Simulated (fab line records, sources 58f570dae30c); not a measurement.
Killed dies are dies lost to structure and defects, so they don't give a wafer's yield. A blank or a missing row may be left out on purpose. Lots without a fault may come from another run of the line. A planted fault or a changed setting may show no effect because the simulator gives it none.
Problem report in the 8D (eight disciplines) form, filled by code | flow berkeley_cmos170 | the parts of the form that need people (team, actions taken, sign-off) are left out

1. THE PROBLEM
o2_flow_sccm at UCB170_M1_STRIP_13 reads a mean of 479.4 sccm on 6 wafers of 2 lots; wafers without a fault read 399.9 sccm with a standard deviation of 1.3. That is +61 standard deviations from the usual mean.
The step: strips in O2.
First seen on wafer L759.2, day 9 01:32, on plasma_asher-03. The record holds 42 wafers of 14 lots with a number at this step. Rule for "out", or "out of limits": more than 4 standard deviations from the usual mean. The other wafers with a number count as sound.

2. WHAT IT IS AND WHAT IT IS NOT
question                    | is                     | is not
which readings at this step | o2_flow_sccm           | drypump_motor_current_A
which lots                  | L758, L759             | L750, L751, L755, L760, L762, L764, L766, L767, L768, L770, L772, L773
which wafers of those lots  | all that have a number | -
read on which tools         | plasma_asher-03        | plasma_asher-01, plasma_asher-02
when                        | from day 9 01:32       | up to then (9 sound wafers); but 27 sound wafers of L760, L762, L764, L766, L767, L768, L770, L772, L773 came after

3. SUSPECTS, AND WHAT RULES EACH OUT
Counting: a tool at a process step up to the reading stays a suspect if it ran every lot that is out and no sound lot after the first of them.
- plasma_asher-03 at UCB170_M1_STRIP_13 (strips in O2): ruled out as a lasting fault. Sound lots L772, L773 ran on it after its first lot that is out, L759 (day 9 01:32).
Left after counting: nothing in the record.

4. THE CAUSE (what the simulator had put in)
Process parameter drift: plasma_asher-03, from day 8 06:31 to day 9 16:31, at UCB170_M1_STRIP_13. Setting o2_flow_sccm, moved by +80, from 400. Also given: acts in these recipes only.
Counting ruled it out, wrongly.

5. THE CHAIN OF EFFECTS, in route order
Each row: a reading whose mean over the struck wafers that have a number lies more than 3 standard deviations from the usual. Only readings for which the record gives a usual standard deviation are gone through. hours: the time from each lot's start at the first step in this table that gives one to its start at this step, as a median over the lots. sigmas: the change in usual standard deviations.
hours | step               | reading      | usual      | on struck wafers | change | sigmas
0     | UCB170_M1_STRIP_13 | o2_flow_sccm | 399.9 sccm | 479.4            | +79.5  | +61
The process steps in it:
- UCB170_M1_STRIP_13: strips in O2.
Later measuring or inspecting steps at which every struck wafer that the step has a row for has a number for every such reading, and none has moved that far: UCB170_V1_CD_MEAS_90.

6. WHAT WOULD HAVE CAUGHT IT SOONER
In this record the first reading out of limits was taken at day 9 01:32, 19 hours after the fault began at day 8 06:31.
